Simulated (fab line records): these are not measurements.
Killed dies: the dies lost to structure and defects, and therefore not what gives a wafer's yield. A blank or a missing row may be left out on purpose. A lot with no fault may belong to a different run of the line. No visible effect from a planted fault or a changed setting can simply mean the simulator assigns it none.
A sampling plan put to the test ; flow berkeley-cmos170 ; one line in one fab, 39 faults in these records, each fault weighed on the records of the lots it struck
The line's own looks make up the plan; these are the steps of the route where a gauge or inspection reads the wafer and leaves it unchanged. A look can be judged if struck wafers have a number there and the file gives its usual mean and standard deviation on fault-free wafers. Caught: 4 or more of those standard deviations (sigma) separate the usual mean from the mean of the struck wafers at a look after the fault's first step. On the tool: the test repeated on the tool's own readings taken at the fault's steps. Also counted as caught: the struck wafers showing another recipe, or a record that is empty for them alone.

## THE FAULTS, as the simulator had put them in
1. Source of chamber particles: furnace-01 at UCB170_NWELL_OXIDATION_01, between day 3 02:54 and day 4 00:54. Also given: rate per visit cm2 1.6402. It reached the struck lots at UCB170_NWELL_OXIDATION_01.
2. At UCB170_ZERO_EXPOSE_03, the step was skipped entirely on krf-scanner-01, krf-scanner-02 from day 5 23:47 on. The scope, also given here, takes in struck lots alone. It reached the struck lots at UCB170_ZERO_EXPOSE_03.
3. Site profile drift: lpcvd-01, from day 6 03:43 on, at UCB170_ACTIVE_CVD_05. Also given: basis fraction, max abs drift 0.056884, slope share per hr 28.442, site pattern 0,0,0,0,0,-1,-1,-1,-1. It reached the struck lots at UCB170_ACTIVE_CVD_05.
4. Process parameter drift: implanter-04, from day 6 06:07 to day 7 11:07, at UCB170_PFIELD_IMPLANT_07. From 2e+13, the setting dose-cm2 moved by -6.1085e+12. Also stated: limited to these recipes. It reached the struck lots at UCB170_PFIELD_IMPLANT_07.
5. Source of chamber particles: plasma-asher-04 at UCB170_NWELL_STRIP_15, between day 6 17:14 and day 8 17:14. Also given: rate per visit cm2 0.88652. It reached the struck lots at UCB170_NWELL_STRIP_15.
6. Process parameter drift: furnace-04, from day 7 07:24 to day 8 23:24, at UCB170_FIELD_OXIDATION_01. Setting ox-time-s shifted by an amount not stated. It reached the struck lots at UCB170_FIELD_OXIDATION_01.
7. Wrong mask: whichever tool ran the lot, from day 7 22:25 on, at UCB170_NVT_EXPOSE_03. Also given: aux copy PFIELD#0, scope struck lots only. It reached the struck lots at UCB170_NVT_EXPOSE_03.
8. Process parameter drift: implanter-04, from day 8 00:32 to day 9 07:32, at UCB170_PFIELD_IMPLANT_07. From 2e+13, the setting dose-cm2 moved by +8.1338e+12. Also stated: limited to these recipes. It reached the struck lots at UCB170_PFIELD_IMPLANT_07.
9. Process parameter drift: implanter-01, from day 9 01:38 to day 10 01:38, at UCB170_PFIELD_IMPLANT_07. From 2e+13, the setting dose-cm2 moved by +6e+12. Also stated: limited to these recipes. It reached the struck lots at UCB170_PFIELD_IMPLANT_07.
10. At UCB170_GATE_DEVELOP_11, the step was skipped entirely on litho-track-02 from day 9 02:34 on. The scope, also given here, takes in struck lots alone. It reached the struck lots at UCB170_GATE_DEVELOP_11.
11. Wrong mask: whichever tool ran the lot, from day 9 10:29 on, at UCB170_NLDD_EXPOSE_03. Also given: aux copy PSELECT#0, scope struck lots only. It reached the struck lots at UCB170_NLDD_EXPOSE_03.
12. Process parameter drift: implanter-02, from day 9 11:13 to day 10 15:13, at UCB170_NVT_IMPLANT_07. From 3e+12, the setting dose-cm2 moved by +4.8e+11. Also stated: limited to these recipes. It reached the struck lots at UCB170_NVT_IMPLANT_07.
13. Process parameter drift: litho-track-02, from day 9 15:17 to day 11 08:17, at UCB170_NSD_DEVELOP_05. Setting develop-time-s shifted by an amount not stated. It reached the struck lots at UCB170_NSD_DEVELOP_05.
14. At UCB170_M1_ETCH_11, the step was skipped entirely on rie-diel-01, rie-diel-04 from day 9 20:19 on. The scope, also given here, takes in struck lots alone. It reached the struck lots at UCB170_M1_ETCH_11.
15. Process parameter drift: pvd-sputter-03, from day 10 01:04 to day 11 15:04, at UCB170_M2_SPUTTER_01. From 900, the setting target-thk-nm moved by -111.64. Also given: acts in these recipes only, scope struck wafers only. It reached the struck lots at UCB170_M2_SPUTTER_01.
16. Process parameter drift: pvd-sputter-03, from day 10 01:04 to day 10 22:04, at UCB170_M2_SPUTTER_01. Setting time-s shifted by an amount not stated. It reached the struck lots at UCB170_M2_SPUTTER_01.
17. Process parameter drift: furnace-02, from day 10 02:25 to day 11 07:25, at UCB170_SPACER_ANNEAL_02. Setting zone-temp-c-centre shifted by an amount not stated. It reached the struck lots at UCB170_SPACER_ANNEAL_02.
18. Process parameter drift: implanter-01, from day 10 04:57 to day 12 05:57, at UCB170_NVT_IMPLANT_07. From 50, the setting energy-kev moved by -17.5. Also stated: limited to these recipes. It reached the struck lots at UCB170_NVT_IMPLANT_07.
19. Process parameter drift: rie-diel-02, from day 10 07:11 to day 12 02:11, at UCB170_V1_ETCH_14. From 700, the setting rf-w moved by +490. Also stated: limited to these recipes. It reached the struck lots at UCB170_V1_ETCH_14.
20. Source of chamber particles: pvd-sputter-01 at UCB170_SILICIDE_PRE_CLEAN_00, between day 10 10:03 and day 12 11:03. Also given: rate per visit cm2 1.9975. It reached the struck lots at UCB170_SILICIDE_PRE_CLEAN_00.
21. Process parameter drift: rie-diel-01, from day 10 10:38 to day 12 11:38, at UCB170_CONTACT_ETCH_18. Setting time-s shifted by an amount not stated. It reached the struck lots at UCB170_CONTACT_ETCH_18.
22. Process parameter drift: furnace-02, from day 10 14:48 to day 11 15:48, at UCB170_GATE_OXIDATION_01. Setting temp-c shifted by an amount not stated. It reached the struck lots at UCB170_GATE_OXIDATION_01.
23. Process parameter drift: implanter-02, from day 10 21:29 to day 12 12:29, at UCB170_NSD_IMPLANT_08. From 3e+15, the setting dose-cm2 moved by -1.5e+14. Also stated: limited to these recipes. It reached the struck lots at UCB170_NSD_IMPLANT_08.
24. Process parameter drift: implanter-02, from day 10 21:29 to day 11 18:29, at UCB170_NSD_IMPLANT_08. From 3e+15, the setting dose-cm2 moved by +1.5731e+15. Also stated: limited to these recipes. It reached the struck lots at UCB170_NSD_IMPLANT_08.
25. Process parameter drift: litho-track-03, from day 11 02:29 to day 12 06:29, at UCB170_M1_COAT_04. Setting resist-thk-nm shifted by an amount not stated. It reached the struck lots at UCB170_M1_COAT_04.
26. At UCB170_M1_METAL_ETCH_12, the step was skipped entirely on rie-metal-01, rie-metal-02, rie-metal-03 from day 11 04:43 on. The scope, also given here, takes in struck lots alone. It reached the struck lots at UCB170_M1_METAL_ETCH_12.
27. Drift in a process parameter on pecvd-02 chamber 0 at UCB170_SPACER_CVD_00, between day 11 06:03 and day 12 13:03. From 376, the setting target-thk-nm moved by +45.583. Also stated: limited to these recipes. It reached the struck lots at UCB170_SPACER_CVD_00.
28. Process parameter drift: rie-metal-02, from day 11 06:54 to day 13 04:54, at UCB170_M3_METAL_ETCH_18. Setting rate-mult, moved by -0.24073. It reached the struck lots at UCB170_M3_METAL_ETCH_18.
29. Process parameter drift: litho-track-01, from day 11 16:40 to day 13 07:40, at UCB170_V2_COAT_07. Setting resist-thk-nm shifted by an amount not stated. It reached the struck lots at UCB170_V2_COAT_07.
30. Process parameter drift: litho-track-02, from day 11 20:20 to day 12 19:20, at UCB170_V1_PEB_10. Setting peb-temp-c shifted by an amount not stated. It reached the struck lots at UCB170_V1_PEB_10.
31. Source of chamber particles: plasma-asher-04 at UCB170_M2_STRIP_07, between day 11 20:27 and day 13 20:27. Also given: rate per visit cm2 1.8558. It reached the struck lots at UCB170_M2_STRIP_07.
32. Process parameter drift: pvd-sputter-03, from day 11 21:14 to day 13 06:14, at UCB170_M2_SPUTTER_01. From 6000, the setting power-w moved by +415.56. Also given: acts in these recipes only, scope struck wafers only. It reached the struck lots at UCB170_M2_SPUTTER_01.
33. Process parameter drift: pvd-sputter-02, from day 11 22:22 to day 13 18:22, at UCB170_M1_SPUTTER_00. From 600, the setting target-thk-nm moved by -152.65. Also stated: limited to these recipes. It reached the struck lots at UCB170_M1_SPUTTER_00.
34. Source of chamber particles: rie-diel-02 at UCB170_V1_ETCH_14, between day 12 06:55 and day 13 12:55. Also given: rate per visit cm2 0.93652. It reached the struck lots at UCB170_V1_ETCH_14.
35. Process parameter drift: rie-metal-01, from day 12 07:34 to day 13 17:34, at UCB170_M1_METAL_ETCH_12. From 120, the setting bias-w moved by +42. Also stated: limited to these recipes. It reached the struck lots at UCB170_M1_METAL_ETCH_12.
36. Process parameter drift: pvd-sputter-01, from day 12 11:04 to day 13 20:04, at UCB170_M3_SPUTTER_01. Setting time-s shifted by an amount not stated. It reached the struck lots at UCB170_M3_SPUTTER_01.
37. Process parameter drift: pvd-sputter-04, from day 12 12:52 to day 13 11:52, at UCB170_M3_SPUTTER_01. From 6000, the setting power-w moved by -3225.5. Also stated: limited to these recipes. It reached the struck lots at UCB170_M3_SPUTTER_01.
38. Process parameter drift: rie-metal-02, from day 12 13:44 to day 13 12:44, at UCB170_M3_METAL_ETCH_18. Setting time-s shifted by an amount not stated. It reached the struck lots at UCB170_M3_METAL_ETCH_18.
39. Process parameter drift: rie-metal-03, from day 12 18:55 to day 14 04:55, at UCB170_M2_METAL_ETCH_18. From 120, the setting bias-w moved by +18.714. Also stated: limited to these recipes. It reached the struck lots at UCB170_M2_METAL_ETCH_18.

## WHAT THE PLAN SAW
fault;on the tool itself;first look that catches it;reading, sigma;median hours from its first step to that look;hours from the fault's start to the first struck lot there;judged looks passed uncaught
1;no reading that can be judged;none of the 2 looks that can be judged after it;-;-;-;2
2;no reading that can be judged;no look after it can be judged;-;-;-;0
3;under 2 sigma;not the one look that can be judged after it;strongest: ACTIVE_NITRIDE_THK at UCB170_ACTIVE_THK_MEAS_06, -3.3;-;-;1
4;dose-ions-cm2 -99 or beyond sigma;UCB170_PFIELD_TW_MEAS_09;PFIELD_TW -14;0.2;1;0
5;under 2 sigma;no look after it can be judged;-;-;-;0
6;under 2 sigma;UCB170_FIELD_THK_MEAS_02;FIELD_OXIDE_THK +13;3.0;16;0
7;under 2 sigma;UCB170_NVT_TW_MEAS_09;NVT_TW -99 or beyond;0.7;5;0
8;dose-ions-cm2 +99 or beyond sigma;UCB170_PFIELD_TW_MEAS_09;PFIELD_TW +15;0.2;10;0
9;dose-ions-cm2 +99 or beyond sigma;UCB170_PFIELD_TW_MEAS_09;PFIELD_TW +13;0.2;4;0
10;no reading that can be judged;no look after it can be judged;-;-;-;0
11;no reading that can be judged;UCB170_NLDD_TW_MEAS_11;NLDD_TW -99 or beyond;1.0;2;0
12;dose-ions-cm2 +99 or beyond sigma;UCB170_NVT_TW_MEAS_09;NVT_TW +6.4;0.2;2;0
13;no reading that can be judged;UCB170_NSD_TW_MEAS_10;NSD_TW -99 or beyond;1.1;6;0
14;the tool's record is blank for the struck wafers;no look after it can be judged;-;-;-;0
15;under 2 sigma;UCB170_M2_RS_MEAS_02;M2_AL_RS +12;0.1;10;0
16;under 2 sigma;UCB170_M2_RS_MEAS_02;M2_AL_RS +4.0;0.1;1;0
17;spike-tc-centre-C -28 sigma;UCB170_SDANNEAL_RS_MEAS_04;PLDD_RS +19;7.4;18;0
18;beam-energy-keV -99 or beyond sigma;UCB170_NVT_TW_MEAS_09;NVT_TW -15;0.2;5;0
19;rf-fwd-power-W +99 or beyond sigma;UCB170_V1_CD_MEAS_90;cd-nm +8.3;0.3;6;0
20;no reading that can be judged;no look after it can be judged;-;-;-;0
21;run-length-s -99 or beyond sigma;no look after it can be judged;-;-;-;0
22;spike-tc-source-C -16 sigma;UCB170_GATE_THK_MEAS_02;GATE_OXIDE_THK -10;1.5;5;0
23;dose-ions-cm2 -45 sigma;UCB170_SDANNEAL_RS_MEAS_03;NSD_RS +9.2;2.0;5;0
24;dose-ions-cm2 +99 or beyond sigma;UCB170_NSD_TW_MEAS_10;NSD_TW +5.9;0.2;3;0
25;under 2 sigma;UCB170_M1_CD_MEAS_09;cd-nm -14;1.4;21;0
26;the tool's record is blank for the struck wafers;no look after it can be judged;-;-;-;0
27;under 2 sigma;UCB170_SPACER_THK_MEAS_01;SPACER_TEOS_THK +8.1;0.0;2;0
28;under 2 sigma;not the one look that can be judged after it;strongest: cd-nm at UCB170_M3_CD_MEAS_90, +2.5;-;-;1
29;under 2 sigma;no look after it can be judged;-;-;-;0
30;heater-power-total-W +23 sigma;UCB170_V1_CD_MEAS_12;cd-nm +7.2;0.3;8;0
31;under 2 sigma;no look after it can be judged;-;-;-;0
32;cathode-dc-power-W +99 or beyond sigma;UCB170_M2_RS_MEAS_02;M2_AL_RS -5.1;0.1;9;0
33;under 2 sigma;UCB170_M1_RS_MEAS_01;M1_AL_RS +28;0.1;1;0
34;under 2 sigma;no look after it can be judged;-;-;-;0
35;under 2 sigma;no look after it can be judged;-;-;-;0
36;under 2 sigma;UCB170_M3_RS_MEAS_02;M3_AL_RS +99 or beyond;0.1;1;0
37;cathode-dc-power-W -99 or beyond sigma;UCB170_M3_RS_MEAS_02;M3_AL_RS +99 or beyond;0.1;3;0
38;run-length-s +23 sigma;no look after it can be judged;-;-;-;0
39;bias-w +55 sigma;not the one look that can be judged after it;-;-;-;1
Dash: fault not caught, or number not given in these records.

Caught at a look: 23 of 39. Caught on the tool: 18 of 39. By one or the other: 28 of 39.
On the tool alone, faults 14, 21, 26, 38, 39 were caught.
Caught at a look alone: faults 6, 7, 11, 13, 15, 16, 25, 27, 33, 36.
Caught by neither: faults 1, 2, 3, 5, 10, 20, 28, 29, 31, 34, 35.

## THINNER SAMPLING
If the look that catches a fault measured only every second or every third lot, by lot number, the first struck lot would be measured this late in the worst case:
fault;struck lots at that look, in order of time;every lot;every second lot;every third lot
4;L200, L203;1 h;7 h;may miss all 2
6;L554, L553, L555;16 h;16 h;25 h
7;L718;5 h;may miss it;may miss it
8;L362, L364;10 h;may miss all 2;may miss all 2
9;L241, L244;4 h;22 h;may miss all 2
11;L633;2 h;may miss it;may miss it
12;L281, L282, L286;2 h;14 h;23 h
13;L131, L132, L133;6 h;6 h;28 h
15;L658;10 h;may miss it;may miss it
16;L239, L242;1 h;10 h;may miss all 2
17;L762, L763, L764;18 h;18 h;24 h
18;L846, L847;5 h;5 h;may miss all 2
19;L393, L396;6 h;30 h;may miss all 2
22;L990, L992, L993, L991;5 h;5 h;5 h
23;L775, L777, L780;5 h;25 h;may miss all 3
24;L852, L854;3 h;may miss all 2;may miss all 2
25;L997, L995;21 h;may miss all 2;may miss all 2
27;L204;2 h;may miss it;may miss it
30;L469, L471;8 h;may miss all 2;may miss all 2
32;L456;9 h;may miss it;may miss it
33;L658, L662;1 h;may miss all 2;may miss all 2
36;L962, L968;1 h;may miss all 2;may miss all 2
37;L642, L640;3 h;may miss all 2;may miss all 2
Hours count from the start of the fault until the first struck lot that is measured. The limit of 4 sigma was tested on all struck wafers together, so one lot alone may lie under it. Other struck lots may not be in these records.

## THE LONGEST TIMED WAY FROM STEP TO LOOK
For fault 17, UCB170_SPACER_ANNEAL_02 and UCB170_SDANNEAL_RS_MEAS_04 are separated by a median of 7.4 hours. No look between them can be judged.
